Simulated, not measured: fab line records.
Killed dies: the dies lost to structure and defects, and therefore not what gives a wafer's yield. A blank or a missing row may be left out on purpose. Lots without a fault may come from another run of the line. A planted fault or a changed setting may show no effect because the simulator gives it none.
Struck lot and sound lot, side by side | flow berkeleyCmos170 | 14 out of 331 route steps
Sound: these wafers, L831.1, L831.4, L831.6. Struck: wafers L845.1, L845.3, L845.6. The cause comes at the end.
Per side, at each step with rows, come the tool, then ch with its chambers, and then its first start. Under that, the readings that differ: sound wafers | struck wafers | difference of the means | sigmas: that difference in standard deviations of wafers without a fault.
alike: a reading whose means differ by less than 2 such deviations, as well as words and numbers matching on both sides. not compared: withheld readings; readings where some wafer has no value; bounds like >300 that might hide an equal value; numbers whose values overlap and for which the record gives no deviation.
The two part at a step that has a row with sigmas, a row that says differs or no value, or rows on one side only. Non-overlapping numbers with no deviation appear without sigmas and do not part them. Lack of a reading on every wafer of one side parts them only where that side has two or more wafers.

first, 4 steps without rows for these wafers: UCB170_WELLDRIVE_WET_ETCH_04 (etches SiO2 in BOE, time 120 s); UCB170_ACTIVE_CLEAN_00 (cleans in SPM, time 600 s); UCB170_ACTIVE_CLEAN_01 (cleans in dHF, time 60 s); UCB170_ACTIVE_OXIDATION_02 (target thk 26.4 nm, ox time 1260 s).
UCB170_ACTIVE_THK_MEAS_03:
  sound on filmMetro-03, day 4 12:34; struck on filmMetro-03, day 7 02:22
  alike: ACTIVE_OXIDE_THK
then, 2 steps without rows for these wafers: UCB170_ACTIVE_ANNEAL_04 (time 900 s); UCB170_ACTIVE_CVD_05 (deposits Si3N4 from SiH2Cl2/NH3, target thk 220 nm, time 3300 s).
UCB170_ACTIVE_THK_MEAS_06:
  sound on filmMetro-03, day 4 19:59; struck on filmMetro-03, day 7 09:25
reading                 | sound             | struck            | difference | sigmas
ACTIVE_NITRIDE_THK (nm) | 216.9 216.8 216.1 | 221.8 222.4 221.4 | +5.3       | +3
then, 4 steps without rows for these wafers: UCB170_ACTIVE_HMDS_07 (prime time 60 s); UCB170_ACTIVE_COAT_08 (resist thk 900 nm); UCB170_ACTIVE_SOFTBAKE_09 (time 60 s); UCB170_ACTIVE_EXPOSE_10 (exposes mask ACTIVE, target cd 1200 nm).
UCB170_ACTIVE_PEB_11:
  struck on lithoTrack-02, day 7 10:10; sound on lithoTrack-03 ch 0, day 4 21:22
  no value came back on the struck wafers for chillPlateTempC (C), exhaustPa (Pa), heaterPowerTotalW (W); on the sound wafers chillPlateTempC (C) reads 22.96 22.86 22.86
then, 1 step without rows for these wafers: UCB170_ACTIVE_DEVELOP_12 (develop time 45 s).

== WHERE THEY PART ==
At UCB170_ACTIVE_THK_MEAS_06 first; at UCB170_ACTIVE_PEB_11 last (within this record only).

WHY: the cause the simulator had injected
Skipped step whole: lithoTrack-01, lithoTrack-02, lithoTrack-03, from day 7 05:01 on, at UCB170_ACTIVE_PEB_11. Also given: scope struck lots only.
